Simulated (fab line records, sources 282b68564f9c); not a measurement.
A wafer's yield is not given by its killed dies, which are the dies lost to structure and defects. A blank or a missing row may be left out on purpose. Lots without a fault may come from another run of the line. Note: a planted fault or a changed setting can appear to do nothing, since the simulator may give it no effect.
Which of the tools did it? | flow rit_cmos | 15 lots with 45 wafers sampled at 4 steps, on a route of 202 steps

## WHAT THE GAUGES READ, wafer by wafer
RIT_ACTIVE_THK_MEAS_04. Usual: ACTIVE_NITRIDE_THK gives 149.5 nm (standard deviation 1.4).
lot  | measured    | on            | ACTIVE_NITRIDE_THK (nm) | flag
L754 | day 1 14:15 | film_metro-01 | 151.0 150.1 150.2       |
L756 | day 2 00:16 | film_metro-03 | 148.3 147.4 148.7       |
L758 | day 2 09:32 | film_metro-02 | 149.6 148.5 148.6       |
L759 | day 2 14:32 | film_metro-02 | 149.2 149.1 150.0       |
L761 | day 3 00:51 | film_metro-03 | 150.3 149.7 149.8       |
L762 | day 3 05:32 | film_metro-01 | 149.6 149.9 150.1       |
L763 | day 3 10:32 | film_metro-02 | 148.1 149.5 149.4       |
L764 | day 3 15:32 | film_metro-01 | 150.1 150.4 150.0       |
L765 | day 3 20:32 | film_metro-03 | 149.4 150.3 149.1       |
L766 | day 4 02:04 | film_metro-01 | 213.7 213.8 213.6       | OFF
L767 | day 4 06:56 | film_metro-03 | 215.8 215.9 216.3       | OFF
L769 | day 4 16:32 | film_metro-01 | 214.8 214.5 214.7       | OFF
L774 | day 5 19:19 | film_metro-01 | 152.6 152.5 152.2       |
L776 | day 6 04:14 | film_metro-01 | 150.8 150.1 150.5       |
L777 | day 6 09:44 | film_metro-02 | 149.5 150.4 149.8       |

RIT_NWELL_OVL_MEAS_06. Usual: NWELL_OVL gives -0.8 nm (standard deviation 1.6).
lot  | measured    | on         | NWELL_OVL (nm) | flag
L754 | day 1 21:05 | overlay-01 | -0.3 -1.3 -3.1 |
L756 | day 2 07:38 | overlay-02 | 0.8 3.9 4.8    |
L758 | day 2 16:28 | overlay-02 | 0.1 0.6 0.8    |
L759 | day 3 01:20 | overlay-02 | 0.7 1.1 -0.6   |
L761 | day 3 07:30 | overlay-02 | -2.0 -2.0 -1.0 |
L762 | day 3 13:35 | overlay-01 | 0.6 -1.9 0.3   |
L763 | day 3 17:19 | overlay-01 | -1.9 0.3 -2.2  |
L764 | day 3 22:15 | overlay-02 | -1.9 -2.5 -2.1 |
L765 | day 4 05:04 | overlay-02 | -0.8 -3.5 -4.0 |
L769 | day 4 23:47 | overlay-02 | 0.0 1.9        |
L774 | day 6 02:06 | overlay-01 | -1.4 -1.9 -1.2 |
L776 | day 6 11:10 | overlay-01 | -0.4 -1.4 0.6  |
L777 | day 6 18:16 | overlay-01 | -1.2 -1.8 -1.4 |

## TOOL THAT RAN EACH LOT (tool first, then ch and the chambers of the sampled wafers, then the start)
lot  | RIT_ACTIVE_CVD_03          | RIT_ACTIVE_ETCH_13
L754 | lpcvd-02 ch 1, day 1 12:07 | rie_diel-01 ch 0,2,3, day 1 15:25
L756 | lpcvd-02 ch 1, day 1 22:07 | rie_diel-02 ch 1,2,3, day 2 01:44
L758 | lpcvd-01 ch 0, day 2 08:07 | rie_diel-01 ch 1,2,3, day 2 10:50
L759 | lpcvd-02 ch 1, day 2 13:07 | rie_diel-02 ch 0,1,2, day 2 15:50
L761 | lpcvd-02 ch 1, day 2 23:26 | rie_diel-04 ch 0,1,3, day 3 02:02
L762 | lpcvd-01 ch 1, day 3 04:07 | rie_diel-02 ch 0,1,3, day 3 06:43
L763 | lpcvd-02 ch 0, day 3 09:07 | rie_diel-01 ch 1,2, day 3 11:53
L764 | lpcvd-01 ch 0, day 3 14:07 | rie_diel-04 ch 0,2, day 3 16:43
L765 | lpcvd-01 ch 0, day 3 19:07 | rie_diel-04 ch 0,1,2, day 3 21:50
L766 | lpcvd-01 ch 0, day 4 00:38 | rie_diel-02 ch 1,2, day 4 03:14
L767 | lpcvd-01 ch 0, day 4 05:31 | rie_diel-01 ch 0,2,3, day 4 08:14
L769 | lpcvd-01 ch 0, day 4 15:07 | rie_diel-01 ch 1,3, day 4 17:43
L774 | lpcvd-02 ch 1, day 5 16:07 | rie_diel-01 ch 0,1,3, day 5 20:32
L776 | lpcvd-02 ch 1, day 6 02:07 | rie_diel-01 ch 0,2, day 6 05:42
L777 | lpcvd-02 ch 0, day 6 07:37 | rie_diel-02 ch 0,1,3, day 6 11:12
- RIT_ACTIVE_CVD_03: deposits Si3N4 from SiH2Cl2/NH3, target thk 150 nm, time 1500 s.
- RIT_ACTIVE_ETCH_13: etches Si3N4 in SF6, stops on SiO2, time 210 s, target depth 210 nm.

## WHAT THE TOOLS THEMSELVES READ (means of the sampled wafers that have a number; where no wafer has one, the mark that the record gives instead)
RIT_ACTIVE_CVD_03. Usual: susceptor_temp_C 809.92 C, standard deviation 0.29; zone_power_centre_pct 39.2 %, standard deviation 2.
lot  | tool     | susceptor_temp_C (C) | zone_power_centre_pct (%) | flag
L754 | lpcvd-02 | 810.05               | 42.0                      |
L756 | lpcvd-02 | 809.76               | 42.0                      |
L758 | lpcvd-01 | 810.09               | 38.9                      |
L759 | lpcvd-02 | 809.72               | 41.6                      |
L761 | lpcvd-02 | 809.97               | 41.8                      |
L762 | lpcvd-01 | 810.33               | 35.6                      |
L763 | lpcvd-02 | 809.88               | 38.4                      |
L764 | lpcvd-01 | 810.08               | 39.1                      |
L765 | lpcvd-01 | 810.13               | 39.2                      |
L766 | lpcvd-01 | 809.77               | 38.7                      |
L767 | lpcvd-01 | 809.70               | 39.0                      |
L769 | lpcvd-01 | 809.73               | 38.6                      |
L774 | lpcvd-02 | 809.79               | 42.5                      |
L776 | lpcvd-02 | 809.81               | 42.1                      |
L777 | lpcvd-02 | 809.73               | 38.1                      |

RIT_ACTIVE_ETCH_13. Usual: drypump_motor_current_A 5.8 A, standard deviation 0.38; oes_product_au 0.818 a.u., standard deviation 0.014; throttle_valve_pct 7.51 %, standard deviation 0.13.
lot  | tool        | drypump_motor_current_A (A) | oes_product_au (a.u.) | throttle_valve_pct (%) | flag
L754 | rie_diel-01 | 6.2                         | 0.812                 | 7.52                   |
L756 | rie_diel-02 | 5.6                         | 0.806                 | 7.52                   |
L758 | rie_diel-01 | 5.7                         | 0.816                 | 7.47                   |
L759 | rie_diel-02 | 5.7                         | 0.814                 | 7.50                   |
L761 | rie_diel-04 | 5.6                         | 0.835                 | 7.47                   |
L762 | rie_diel-02 | 5.7                         | 0.806                 | 7.61                   |
L763 | rie_diel-01 | 5.9                         | 0.820                 | 7.51                   |
L764 | rie_diel-04 | 5.7                         | 0.835                 | 7.56                   |
L765 | rie_diel-04 | 5.7                         | 0.837                 | 7.56                   |
L766 | rie_diel-02 | 5.5                         | 0.986                 | 7.39                   | OFF
L767 | rie_diel-01 | 6.1                         | 1.006                 | 7.53                   | OFF
L769 | rie_diel-01 | 5.6                         | 1.015                 | 7.42                   | OFF
L774 | rie_diel-01 | 6.0                         | 0.835                 | 7.46                   |
L776 | rie_diel-01 | 6.3                         | 0.824                 | 7.54                   |
L777 | rie_diel-02 | 5.8                         | 0.812                 | 7.61                   |

## THE ANSWER, worked out from the rows above alone
Rule: a lot counts as off when the mean over its wafers that have a number is more than 3 standard deviations away from the usual mean. A lot without any number at a reading at which 4 lots or more have one is off too. All remaining lots with rows at the step are treated as sound. First the gauges in route order, then the tools' own readings, where a lot's mean is used as printed above. The first step at which some lot is off is used, and at that step the reading that is off furthest; a lot without a number counts as furthest.
Off: at RIT_ACTIVE_THK_MEAS_04 (ACTIVE_NITRIDE_THK), L766, L767, L769.
If a tool, at a process step before that reading, ran all the lots that are off and no sound lot after the first of them, it fits. Not tried: the gauges at RIT_ACTIVE_THK_MEAS_04; whatever is off there is also off at RIT_ACTIVE_ETCH_13, on other tools, and gauge error can't account for it. One fits: RIT_ACTIVE_CVD_03 on lpcvd-01. A fault onset in the window from L765 (day 3 19:07, its last sound lot) to L766 (day 4 00:38, its first lot off) fits.

## WHAT WAS PUT IN BY THE SIMULATOR
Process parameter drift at RIT_ACTIVE_CVD_03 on lpcvd-01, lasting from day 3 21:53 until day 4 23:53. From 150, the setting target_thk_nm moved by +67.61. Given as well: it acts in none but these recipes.
Lots struck among those shown: L766, L767, L769. Same finding as the rule above.
